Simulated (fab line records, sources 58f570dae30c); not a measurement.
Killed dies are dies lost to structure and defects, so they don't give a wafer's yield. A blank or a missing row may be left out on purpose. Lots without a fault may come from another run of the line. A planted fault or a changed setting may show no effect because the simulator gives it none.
A struck lot beside a sound one | flow berkeley_cmos170 | 14 steps out of a route of 331
Sound: wafers L437.1, L437.4, L437.6. Struck: wafers L432.3, L432.5, L432.6. The cause comes at the end.
At each step with rows: each side's tool, then ch and its chambers, then its first start. Under that, the readings that differ: sound wafers | struck wafers | difference of the means | sigmas: that difference in standard deviations of wafers without a fault.
alike: readings whose means differ by less than 2 such deviations, and words and numbers that are the same on both sides. not compared: withheld readings, readings that some wafer has no value for, bounds like >300 that may hide the same value, and numbers for which the record gives no deviation and whose values overlap.
The two part at a step that has a row with sigmas, a row that says differs or no value, or rows on one side only. Numbers that don't overlap but have no deviation are shown without sigmas and don't part them. A reading that every wafer of one side lacks parts them only if that side has two wafers or more.

first, 1 step without rows for these wafers: UCB170_NLDD_IMPLANT_09.
UCB170_NLDD_STRIP_10: strips in O2.
  sound on plasma_asher-02 ch 0,1, day 11 04:31; struck on plasma_asher-01 ch 0,1, day 10 03:40
  alike: drypump_motor_current_A, oes_product_au, strip_time_to_endpoint_s
  not compared: rf_hours_counter_h
UCB170_NLDD_TW_MEAS_11:
  sound on film_metro-04, day 11 04:37; struck on film_metro-01, day 10 03:45
  alike: NLDD_TW
then, 1 step without rows for these wafers: UCB170_NLDD_CLEAN_12 (cleans in SPM, time 600 s).
UCB170_SPACER_CVD_00: deposits SiO2 from TEOS/O2, target thk 376 nm, time 45.16 s.
  sound on pecvd-03 ch 1,2, day 11 04:51; struck on pecvd-02 ch 1,2, day 10 04:01
  alike: heater_power_w
  not compared: since_wet_clean_h
UCB170_SPACER_THK_MEAS_01:
  sound on film_metro-02, day 11 04:53; struck on film_metro-03, day 10 04:05
  alike: SPACER_TEOS_THK
then, 1 step without rows for these wafers: UCB170_SPACER_ANNEAL_02 (time 1800 s).
UCB170_SPACER_ETCHBACK_03: etches SiO2 in CHF3/CF4/Ar, stops on Si, target depth 376 nm, time 100 s.
  sound on rie_diel-01 ch 0,1, day 11 10:20; struck on rie_diel-01 ch 0,3, day 10 09:38
  alike: cf4_flow_sccm, drypump_motor_current_A, oes_product_au, throttle_valve_pct
  not compared: rf_hours_counter_h
then, 4 steps without rows for these wafers: UCB170_PSD_HMDS_00 (prime time 60 s); UCB170_PSD_COAT_01 (resist thk 900 nm); UCB170_PSD_SOFTBAKE_02 (time 60 s); UCB170_PSD_EXPOSE_03 (exposes mask PSELECT MOD, target cd 1200 nm).
UCB170_PSD_PEB_04:
  sound on litho_track-04 ch 0, day 11 11:32; struck on litho_track-04, day 10 10:38
  no value came back on the struck wafers for chill_plate_temp_C (C), exhaust_pa (Pa); on the sound wafers chill_plate_temp_C (C) reads 23.06 23.16 22.98
then, 1 step without rows for these wafers: UCB170_PSD_DEVELOP_05 (develop time 45 s).

WHERE THEY PART
Only at UCB170_PSD_PEB_04, within this record.

WHY: what the simulator had put in
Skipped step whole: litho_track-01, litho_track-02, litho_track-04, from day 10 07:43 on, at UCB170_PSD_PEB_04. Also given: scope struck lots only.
